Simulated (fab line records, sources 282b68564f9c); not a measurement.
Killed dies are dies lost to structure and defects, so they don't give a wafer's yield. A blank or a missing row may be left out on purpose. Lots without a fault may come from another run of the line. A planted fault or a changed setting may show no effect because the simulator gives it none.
fab line records | flow rit_cmos
record lots=14 wafers=42 last_day=7
route steps=202 shown ACTIVE@3 FOX2@27 PRETRO@72 NLDD@109 M1@202
lots that met no fault: from a run of the same line without faults
start_h: hours from the record's first day to the start of the lot's first wafer shown | wait_h: hours since the lot's step before | " the same as in the row above | L1.1+2: a row that stands for several wafers | - no value, or no start given | * or withheld: withheld | < > ~ a bound
route shown NAME@n: a module of which the file shows steps, and the number in the route of the first | usual: mean/standard deviation of fault-free wafers | same: alike in all rows | chamber/n: place in a boat | sites: the reading at each site | _std_site: their standard deviation | _edge_site: outer sites' mean less inner sites' | radius_mm: how far each site lies from the wafer's centre | mask NAME#n: copy n | behind: the tool/chamber that last shaped the wafer | hold: why the lot was held/for how many hours/how that ended | device: the transistor (n, p or np) that didn't switch | end of line: the same wafers' tests at the end of the route | a step without rows: its recipe alone | killed: dies lost to structure and defects at the first sort, not the wafer's yield | map: a wafer's dies, x killed, . not, _ none there
set.NAME: the setting as run; set.NAME@STEP: as run at that earlier step | model.NAME: the simulator's own value behind a step, which no gauge read
steps of the route over a sample of lots; a table a step, a row a wafer
services: from which hour (start_h, from the record's first day; less than 0 if before it) a tool's chamber was out of use, for how many hours, and why
## steps
# step RIT_ACTIVE_THK_MEAS_02
# recipe reads=SiO2_of_ACTIVE_OXIDATION_01
# usual ACTIVE_OXIDE_THK=47.9/0.89
# columns lot.wafer tool chamber start_h wait_h ACTIVE_OXIDE_THK[nm]
L273.1 film_metro-04 - 13.47 0.0 48.2
L273.3 " - " " 47.8
L273.6 " - " " 47.4
L274.2 film_metro-02 - 17.06 0.0 47.2
L274.5 " - " " 47.5
L274.6 " - " " 48.1
L276.1 film_metro-02 - 27.45 0.0 48.3
L276.3 " - " " 48.7
L276.6 " - " " 48.2
L278.1 film_metro-01 - 37.36 0.0 48.0
L278.4 " - " " 47.7
L278.5 " - " " 47.5
L280.4 film_metro-02 - 47.35 0.0 49.3
L280.5 " - " " 49.1
L280.6 " - " " 48.4
L281.3 film_metro-01 - 52.07 0.0 47.5
L281.4 " - " " 47.7
L281.6 " - " " 47.5
L282.1 film_metro-04 - 57.47 0.0 48.3
L282.3 " - " " 49.0
L282.4 " - " " 49.2
L286.3 film_metro-02 - 78.54 0.0 47.8
L286.5 " - " " 47.9
L286.6 " - " " 48.2
L287.3 film_metro-02 - 82.47 0.0 47.3
L287.5 " - " " 47.5
L287.6 " - " " 47.8
L290.3 film_metro-01 - 97.19 0.0 47.1
L290.4 " - " " 46.6
L290.6 " - " " 48.3
L293.1 film_metro-01 - 113.12 0.0 48.0
L293.3 " - " " 46.8
L293.5 " - " " 47.5
L294.1 film_metro-04 - 117.39 0.0 48.3
L294.4 " - " " 48.2
L294.5 " - " " 48.1
L295.1 film_metro-01 - 122.94 0.0 48.7
L295.3 " - " " 47.7
L295.5 " - " " 47.3
L296.1 film_metro-04 - 128.54 0.0 47.1
L296.4 " - " " 46.2
L296.5 " - " " 46.7
# step RIT_FOX2_THK_MEAS_90
# recipe reads=SiO2_of_FOX2_OXIDATION_00
# usual FIELD_OXIDE_LEFT_1_THK=322/7.6
# columns lot.wafer tool chamber start_h wait_h FIELD_OXIDE_LEFT_1_THK[nm]
L273.1 film_metro-04 - 22.58 0.0 318
L273.3 " - " " 316
L273.6 " - " " 317
L274.2 film_metro-01 - 26.15 0.0 336
L274.5 " - " " 336
L274.6 " - " " 336
L276.1 film_metro-04 - 36.30 0.0 314
L276.3 " - " " 323
L276.6 " - " " 312
L278.1 film_metro-04 - 45.10 0.0 308
L278.4 " - " " 324
L278.5 " - " " 318
L280.4 film_metro-03 - 54.63 0.0 321
L280.5 " - " " 328
L280.6 " - " " 324
L281.3 film_metro-03 - 62.07 0.0 317
L281.4 " - " " 316
L281.6 " - " " 318
L282.1 film_metro-04 - 67.12 0.0 325
L282.3 " - " " 326
L282.4 " - " " 326
L286.3 film_metro-04 - 86.19 0.0 329
L286.5 " - " " 324
L286.6 " - " " 318
L287.3 film_metro-03 - 90.04 0.0 325
L287.5 " - " " 321
L287.6 " - " " 326
L290.3 film_metro-01 - 106.65 0.0 318
L290.4 " - " " 320
L290.6 " - " " 332
L293.1 film_metro-03 - 121.38 0.0 319
L293.3 " - " " 326
L293.5 " - " " 323
L294.1 film_metro-03 - 126.42 0.0 332
L294.4 " - " " 334
L294.5 " - " " 330
L295.1 film_metro-01 - 133.12 0.0 326
L295.3 " - " " 323
L295.5 " - " " 324
L296.1 film_metro-04 - 136.17 0.0 329
L296.4 " - " " 332
L296.5 " - " " 326
# step RIT_PRETRO_IMPLANT_08
# recipe species=B energy_kev=45 dose_cm2=1.2e+13 tilt_deg=7
# usual dose_ions_cm2=1.2003e+13/1.4e+10 faraday_current_uA=38.1/0.81
# columns lot.wafer tool chamber start_h wait_h dose_ions_cm2 faraday_current_uA
L273.1 implanter-02 0 34.28 0.2 1.2017e+13 39.7
L273.3 " 0 " " 1.2019e+13 39.1
L273.6 " 0 " " 1.2009e+13 39.3
L274.2 implanter-02 0 38.43 0.2 1.1997e+13 37.8
L274.5 " 0 " " 1.1993e+13 38.2
L274.6 " 0 " " 1.2001e+13 38.0
L276.1 implanter-02 0 53.60 0.2 8.041e+12 24.9
L276.3 " 0 " " 8.046e+12 25.9
L276.6 " 0 " " 8.07e+12 25.6
L278.1 implanter-02 0 62.27 0.2 8.045e+12 24.1
L278.4 " 0 " " 8.063e+12 24.4
L278.5 " 0 " " 8.046e+12 25.4
L280.4 implanter-04 0 67.22 0.2 1.1979e+13 39.7
L280.5 " 0 " " 1.1973e+13 37.8
L280.6 " 0 " " 1.1973e+13 39.3
L281.3 implanter-04 0 74.69 0.2 1.2006e+13 37.6
L281.4 " 0 " " 1.2007e+13 38.2
L281.6 " 0 " " 1.1977e+13 38.7
L282.1 implanter-04 0 79.57 0.2 1.2009e+13 38.1
L282.3 " 0 " " 1.1988e+13 37.8
L282.4 " 0 " " 1.1993e+13 39.4
L286.3 implanter-04 0 98.49 0.2 1.2019e+13 38.1
L286.5 " 0 " " 1.1992e+13 37.7
L286.6 " 0 " " 1.2004e+13 39.4
L287.3 implanter-04 0 101.52 0.2 1.2012e+13 36.9
L287.5 " 0 " " 1.1995e+13 38.1
L287.6 " 0 " " 1.2025e+13 36.8
L290.3 implanter-04 0 119.41 0.2 1.1994e+13 38.1
L290.4 " 0 " " 1.2006e+13 38.7
L290.6 " 0 " " 1.2011e+13 38.6
L293.1 implanter-04 0 133.67 0.2 1.1986e+13 37.8
L293.3 " 0 " " 1.2007e+13 37.5
L293.5 " 0 " " 1.2001e+13 36.5
L294.1 implanter-01 0 138.74 0.2 1.2035e+13 38.0
L294.4 " 0 " " 1.2014e+13 38.9
L294.5 " 0 " " 1.201e+13 38.9
L295.1 implanter-02 0 146.52 0.2 1.202e+13 38.6
L295.3 " 0 " " 1.1985e+13 38.9
L295.5 " 0 " " 1.2006e+13 38.3
L296.1 implanter-04 0 148.15 0.2 1.1993e+13 37.7
L296.4 " 0 " " 1.2007e+13 39.3
L296.5 " 0 " " 1.2005e+13 38.5
# step RIT_PRETRO_TW_MEAS_10
# usual PRETRO_TW=475/5.4
# columns lot.wafer tool chamber start_h wait_h PRETRO_TW
L273.1 film_metro-03 - 34.61 0.1 474
L273.3 " - " " 474
L273.6 " - " " 469
L274.2 film_metro-02 - 38.74 0.1 467
L274.5 " - " " 467
L274.6 " - " " 467
L276.1 film_metro-04 - 53.93 0.1 421
L276.3 " - " " 422
L276.6 " - " " 421
L278.1 film_metro-02 - 62.59 0.1 409
L278.4 " - " " 412
L278.5 " - " " 410
L280.4 film_metro-03 - 67.50 0.1 477
L280.5 " - " " 473
L280.6 " - " " 475
L281.3 film_metro-03 - 74.98 0.1 476
L281.4 " - " " 478
L281.6 " - " " 478
L282.1 film_metro-04 - 79.89 0.1 479
L282.3 " - " " 480
L282.4 " - " " 479
L286.3 film_metro-03 - 98.78 0.1 474
L286.5 " - " " 473
L286.6 " - " " 475
L287.3 film_metro-04 - 101.81 0.1 482
L287.5 " - " " 480
L287.6 " - " " 480
L290.3 film_metro-03 - 119.70 0.1 477
L290.4 " - " " 476
L290.6 " - " " 474
L293.1 film_metro-04 - 133.99 0.1 481
L293.3 " - " " 482
L293.5 " - " " 481
L294.1 film_metro-04 - 139.06 0.1 482
L294.4 " - " " 482
L294.5 " - " " 482
L295.1 film_metro-02 - 146.85 0.1 471
L295.3 " - " " 469
L295.5 " - " " 473
L296.1 film_metro-03 - 148.47 0.1 475
L296.4 " - " " 477
L296.5 " - " " 474
# step RIT_NLDD_OVL_MEAS_06
# usual NLDD_OVL=0.6/1.1
# columns lot.wafer tool chamber start_h wait_h NLDD_OVL[nm]
L273.1 overlay-02 - 45.91 - 1.7
L273.3 " - " " 0.3
L273.6 " - " " -0.5
L274.2 overlay-01 - 53.46 - 0.3
L274.5 " - " " -0.4
L274.6 " - " " 0.6
L276.1 overlay-01 - 66.01 - 1.9
L276.3 " - " " 0.8
L276.6 " - " " -0.2
L278.1 overlay-02 - 73.68 - -1.5
L278.4 " - " " -0.2
L278.5 " - " " 0.2
L280.4 overlay-02 - 78.99 - 1.2
L280.5 " - " " 0.5
L280.6 " - " " 0.8
L281.3 overlay-01 - 87.20 - 0.2
L281.4 " - " " 0.7
L281.6 " - " " 0.7
L282.1 overlay-02 - 91.09 - 0.7
L282.3 " - " " 1.4
L282.4 " - " " 1.4
L286.3 overlay-01 - 108.54 - 0.5
L286.5 " - " " -0.2
L286.6 " - " " -0.6
L287.3 overlay-01 - 112.23 - 1.9
L287.5 " - " " 0.9
L287.6 " - " " -0.7
L290.3 overlay-01 - 132.60 - -1.2
L290.4 " - " " 0.4
L290.6 " - " " -0.6
L293.1 overlay-01 - 147.73 - 1.5
L293.3 " - " " 0.8
L293.5 " - " " 1.1
L294.1 overlay-02 - 152.55 - 0.5
L294.4 " - " " 1.8
L294.5 " - " " 0.0
L295.1 overlay-01 - 159.17 - 1.5
L295.3 " - " " 1.3
L295.5 " - " " 0.1
L296.1 overlay-01 - 161.71 - 0.3
L296.4 " - " " 2.4
L296.5 " - " " 1.0
# step RIT_M1_PROBE_99
# usual killed_at_contacts=0.0/0.22 killed_at_front_end=7/3 killed_dies=7/3.1 killed_open=3.4/2.1 killed_short=3.4/2
# same gross_dies=264 killed_at_M0_to_M3=0 killed_at_M4_up=0 killed_at_back_side=0 killed_at_other=0
# columns lot.wafer tool chamber start_h wait_h killed_at_contacts killed_at_front_end killed_dies killed_open killed_short
L280.4 prober-02 - 95.76 0.2 0 12 12 6 6
L280.5 prober-02 - 95.81 0.2 0 9 9 5 4
L280.6 prober-02 - 95.86 0.2 0 11 11 5 6
L286.3 prober-02 - 124.60 0.2 0 6 6 2 4
L286.5 prober-02 - 124.70 0.2 0 6 6 4 2
L286.6 prober-02 - 124.75 0.2 1 8 9 6 3
L287.3 prober-01 - 127.93 0.2 0 7 7 3 4
L287.5 prober-01 - 128.03 0.2 0 3 3 2 1
L287.6 prober-01 - 128.08 0.2 1 10 11 8 3
L290.3 prober-02 - 148.40 0.2 1 15 16 8 8
L290.4 prober-02 - 148.45 0.2 0 4 4 2 2
L290.6 prober-02 - 148.55 0.2 0 4 4 3 1
L293.1 prober-01 - 162.99 0.1 0 3 3 2 1
L293.3 prober-01 - 163.09 0.2 0 6 6 3 3
L293.5 prober-01 - 163.19 0.2 0 9 9 1 8
L294.1 prober-02 - 168.42 0.1 0 10 10 6 4
L294.4 prober-02 - 168.57 0.2 0 11 11 5 6
L294.5 prober-02 - 168.62 0.2 0 14 14 6 8
L295.1 prober-01 - 175.37 0.1 0 3 3 1 2
L295.3 prober-01 - 175.47 0.2 0 2 2 0 2
L295.5 prober-01 - 175.57 0.2 0 8 8 1 7
# killed by level:class
L280.4 FOX1:geometric_particle:open=4 FOX1:geometric_particle:short=2 REOX:geometric_particle:short=2 GATE:geometric_particle:open=1 GATE:geometric_particle:short=1 SILICIDE:geometric_particle:open=1 SILICIDE:geometric_particle:short=1
L280.5 FOX1:geometric_particle:short=2 FOX2:geometric_particle:open=2 REOX:geometric_particle:open=2 FOX2:geometric_particle:short=1 GATE:geometric_particle:open=1 REOX:geometric_particle:short=1
L280.6 GATE:geometric_particle:short=3 FOX1:geometric_particle:open=2 SPACER:geometric_particle:short=2 FOX1:geometric_particle:short=1 FOX2:geometric_particle:open=1 REOX:geometric_particle:open=1 SILICIDE:geometric_particle:open=1
L286.3 REOX:geometric_particle:short=2 SPACER:geometric_particle:short=2 FOX2:geometric_particle:open=1 SPACER:geometric_particle:open=1
L286.5 GATE:geometric_particle:open=3 SPACER:geometric_particle:short=2 SPACER:geometric_particle:open=1
L286.6 GATE:geometric_particle:open=3 FOX2:geometric_particle:open=1 GATE:geometric_particle:short=1 REOX:geometric_particle:open=1 SPACER:geometric_particle:short=1 SILICIDE:geometric_particle:open=1 CONTACT:geometric_particle:short=1
L287.3 GATE:geometric_particle:open=2 GATE:geometric_particle:short=2 FOX2:geometric_particle:short=1 REOX:geometric_particle:open=1 SILICIDE:geometric_particle:short=1
L287.5 GATE:geometric_particle:open=2 REOX:geometric_particle:short=1
L287.6 GATE:geometric_particle:open=3 SPACER:geometric_particle:open=2 REOX:geometric_particle:open=2 FOX2:geometric_particle:open=1 FOX2:geometric_particle:short=1 SPACER:geometric_particle:short=1 CONTACT:geometric_particle:short=1
L290.3 GATE:geometric_particle:open=5 SILICIDE:geometric_particle:short=3 GATE:geometric_particle:short=2 FOX1:geometric_particle:open=1 FOX2:geometric_particle:short=1 REOX:geometric_particle:open=1 SPACER:geometric_particle:short=1 SILICIDE:geometric_particle:open=1
L290.4 SILICIDE:geometric_particle:open=2 SPACER:geometric_particle:short=1 SILICIDE:geometric_particle:short=1
L290.6 SILICIDE:geometric_particle:open=2 GATE:geometric_particle:open=1 SPACER:geometric_particle:short=1
L293.1 FOX1:geometric_particle:open=1 FOX2:geometric_particle:short=1 GATE:geometric_particle:open=1
L293.3 GATE:geometric_particle:short=2 GATE:geometric_particle:open=2 REOX:geometric_particle:open=1 SPACER:geometric_particle:short=1
L293.5 GATE:geometric_particle:short=4 SPACER:geometric_particle:short=2 FOX1:geometric_particle:short=1 REOX:geometric_particle:short=1 SPACER:geometric_particle:open=1
L294.1 GATE:geometric_particle:open=3 FOX1:geometric_particle:short=2 GATE:geometric_particle:short=2 SILICIDE:geometric_particle:open=2 SPACER:geometric_particle:open=1
L294.4 GATE:geometric_particle:open=4 REOX:geometric_particle:short=2 FOX1:geometric_particle:short=1 FOX2:geometric_particle:short=1 GATE:geometric_particle:short=1 SPACER:geometric_particle:open=1 SILICIDE:geometric_particle:short=1
L294.5 GATE:geometric_particle:open=3 GATE:geometric_particle:short=3 REOX:geometric_particle:open=3 SPACER:geometric_particle:short=2 FOX1:geometric_particle:short=1 REOX:geometric_particle:short=1 SILICIDE:geometric_particle:short=1
L295.1 FOX1:geometric_particle:short=1 FOX1:geometric_particle:open=1 GATE:geometric_particle:short=1
L295.3 FOX1:geometric_particle:short=1 GATE:geometric_particle:short=1
L295.5 GATE:geometric_particle:short=3 FOX1:geometric_particle:short=2 SPACER:geometric_particle:short=2 FOX1:geometric_particle:open=1
## services
# columns tool chamber start_h hours kind
implanter-04 - 38.71 4.0 pm
implanter-01 - 89.01 4.1 pm
implanter-02 - 97.54 2.6 repair
## key
first_sign step=RIT_PRETRO_IMPLANT_08 reading=dose_ions_cm2 direction=down sigmas=99+ usual=1.2003e+13 struck=8.052e+12
effect step=RIT_PRETRO_IMPLANT_08 reading=faraday_current_uA direction=down sigmas=16 usual=38.1 struck=25.0
effect step=RIT_PRETRO_TW_MEAS_10 reading=PRETRO_TW direction=down sigmas=11 usual=475 struck=416
met_at RIT_PRETRO_IMPLANT_08
struck_lots L276,L278
tester_left_out L276,L278
loop_trim step=RIT_M1_EXPOSE_06 setting=dose lots=L276,L278
not_acting_at RIT_ACTIVE_THK_MEAS_02,RIT_FOX2_THK_MEAS_90,RIT_NLDD_OVL_MEAS_06
onset_between 38.43 53.60
fault kind=process_parameter_drift tool=implanter-02 chamber=- onset_h=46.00 steps=RIT_PRETRO_IMPLANT_08 channel=dose_cm2 offset=-3.96e+12 shape=step end_h=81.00 acts_in=these_recipes_only stated=1.2e+13
# tester_left_out: of these lots the tester's yield and bins aren't shown, on N5 and GAA mostly nor the transistor test; their killed dies are dies lost to structure and defects alone, not to doping, threshold or leakage, so they don't give the yield
# loop_trim: a control loop set the setting to another value than it would have without faults
